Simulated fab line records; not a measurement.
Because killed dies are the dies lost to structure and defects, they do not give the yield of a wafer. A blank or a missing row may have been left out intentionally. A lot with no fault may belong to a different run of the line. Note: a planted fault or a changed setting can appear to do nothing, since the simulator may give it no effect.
What tool caused it? ; flow berkeley-cmos170 ; 14 lots, 42 wafers sampled, at 4 steps of a route of 331

== WHAT THE GAUGES READ, wafer by wafer ==
UCB170_M1_OVL_MEAS_10.
lot;measured;on;M1_OVL (nm)
L956;day 6 23:14;overlay-02;-8 -1 -6
L957;day 7 01:41;overlay-02;-6 2 -1
L954;day 7 02:20;overlay-01;0 -1 -6
L960;day 7 18:56;overlay-01;1 -5 2
L958;day 7 19:56;overlay-01;0 -3 2
L959;day 7 21:45;overlay-01;-5 -1 1
L962;day 8 03:35;overlay-02;-8 0 0
L961;day 8 04:07;overlay-01;5 -4 5
L963;day 8 20:11;overlay-01;-5 1 4
L965;day 8 20:31;overlay-01;-3 6 2
L964;day 8 20:46;overlay-02;3 2 -2
L966;day 9 01:01;overlay-02;-8 -7 -2
L976;day 11 11:10;overlay-02;1 4 7
L977;day 11 20:35;overlay-01;-5 -3 -1

UCB170_V2_THK_MEAS_04.
lot;measured;on;V2_POLISHED_THK (nm)
L956;day 7 11:47;film-metro-03;1000.8 1000.8 1002.2
L957;day 7 13:55;film-metro-03;1001.6 998.3 999.9
L954;day 7 14:17;film-metro-02;998.6 1000.0 999.7
L960;day 8 07:44;film-metro-02;998.8 1000.9 998.5
L958;day 8 07:58;film-metro-01;1000.0 1000.8 1000.8
L959;day 8 08:05;film-metro-02;999.7 1001.5 1002.1
L962;day 8 16:55;film-metro-01;1001.0 998.7 999.5
L961;day 8 17:17;film-metro-01;1001.1 999.4 999.0
L963;day 9 07:05;film-metro-03;998.8 999.4 998.4
L965;day 9 07:19;film-metro-01;999.0 999.5 1000.4
L964;day 9 07:33;film-metro-03;1000.3 1000.0 999.4
L966;day 9 11:06;film-metro-01;1000.3 999.0 998.4
L976;day 11 19:09;film-metro-01;999.6 999.1 1000.2
L977;day 12 08:56;film-metro-02;1000.3 1000.2 999.5

UCB170_M3_CD_MEAS_15: target cd 700 nm.
lot;measured;on;cd-nm (nm)
L956;day 7 15:54;cd-sem-01;700.4 700.7 701.4
L957;day 7 18:15;cd-sem-01;700.6 699.4 698.3
L954;day 7 19:00;cd-sem-01;699.4 698.2 699.4
L960;day 8 12:43;cd-sem-02;700.3 698.8 699.1
L958;day 8 12:58;cd-sem-01;698.2 698.4 698.5
L959;day 8 13:13;cd-sem-02;701.6 700.8 699.9
L962;day 8 21:07;cd-sem-02;702.7 701.9 702.8
L961;day 8 21:38;cd-sem-02;698.5 699.3 698.5
L963;day 9 11:14;cd-sem-01;698.3 698.7 698.5
L965;day 9 11:25;cd-sem-02;701.1 700.2 699.7
L964;day 9 11:52;cd-sem-02;700.4 699.7 700.1
L966;day 9 15:23;cd-sem-01;700.2 700.8 700.3
L976;day 11 23:19;cd-sem-02;701.7 700.8 701.3
L977;day 12 13:27;cd-sem-02;700.2 699.7 698.2

== TOOL THAT RAN EACH LOT (tool first, then ch and the chambers of the sampled wafers, then the start) ==
lot;UCB170_M1_ETCH_11
L956;rie-diel-02 ch 1,2, day 6 23:17
L957;rie-diel-01 ch 1,2, day 7 01:44
L954;rie-diel-02 ch 0,2,3, day 7 02:22
L960;rie-diel-02 ch 0,3, day 7 18:57
L958;rie-diel-01 ch 0,3, day 7 19:58
L959;rie-diel-01 ch 1,3, day 7 21:46
L962;rie-diel-02 ch 0,1, day 8 03:37
L961;rie-diel-02 ch 0,1,3, day 8 04:09
L963;rie-diel-02 ch 0,1,2, day 8 20:12
L965;rie-diel-01 ch 1,3, day 8 20:32
L964;rie-diel-02 ch 0,1,3, day 8 20:49
L966;rie-diel-01 ch 0,1,2, day 9 01:02
L976;rie-diel-03 ch 0,1,3, day 11 11:11
L977;rie-diel-01 ch 0,1,2, day 11 20:37
- UCB170_M1_ETCH_11: etches BARC in N2/H2.

== WHAT THE TOOLS THEMSELVES READ (means of the sampled wafers that have a number; where no wafer has one, the mark that the record gives instead) ==
UCB170_M1_ETCH_11.
lot;tool;chamber-pressure-mTorr (mTorr);drypump-motor-current-A (A);oes-product-au (a.u.);throttle-valve-pct (%)
L956;rie-diel-02;30.018;5.4;1.024;13.16
L957;rie-diel-01;30.011;6.1;1.022;13.30
L954;rie-diel-02;29.992;5.7;1.011;13.19
L960;rie-diel-02;29.997;5.9;1.002;13.20
L958;rie-diel-01;29.976;5.9;1.009;13.26
L959;rie-diel-01;30.008;5.9;1.024;13.17
L962;rie-diel-02;30.004;5.4;0.999;13.17
L961;rie-diel-02;30.006;5.7;0.996;13.19
L963;rie-diel-02;29.973;5.5;1.012;13.17
L965;rie-diel-01;30.038;6.1;1.022;13.26
L964;rie-diel-02;29.999;5.7;0.999;13.19
L966;rie-diel-01;29.989;6.0;1.014;13.31
L976;rie-diel-03;29.976;5.4;0.998;13.39
L977;rie-diel-01;30.035;6.0;1.012;13.31

== THE ANSWER, worked out from the rows above alone ==
Rule: what is usual is taken from the lots themselves. The widest of any qualifying gaps counts: lots, ordered by their means at a reading, are off when they make up no more than a third of the lots, leave a main group of 4 or more, and stand apart from it by 3 or more times the standard deviation of that group's means. Not used: any main group whose means are identical at the precision the tables above print for the reading. A lot without any number at a reading at which 4 lots or more have one is off too. The other lots that the step has rows for count as sound. After the gauges, taken in route order, come the tools' own readings; for these a lot's mean is taken, as printed above. The first step at which some lot is off is used, and at that step the reading that is off furthest; a lot without a number counts as furthest.
No lot is off on any of the readings shown, so nothing can be concluded from this.

== WHAT THE SIMULATOR HAD INSERTED ==
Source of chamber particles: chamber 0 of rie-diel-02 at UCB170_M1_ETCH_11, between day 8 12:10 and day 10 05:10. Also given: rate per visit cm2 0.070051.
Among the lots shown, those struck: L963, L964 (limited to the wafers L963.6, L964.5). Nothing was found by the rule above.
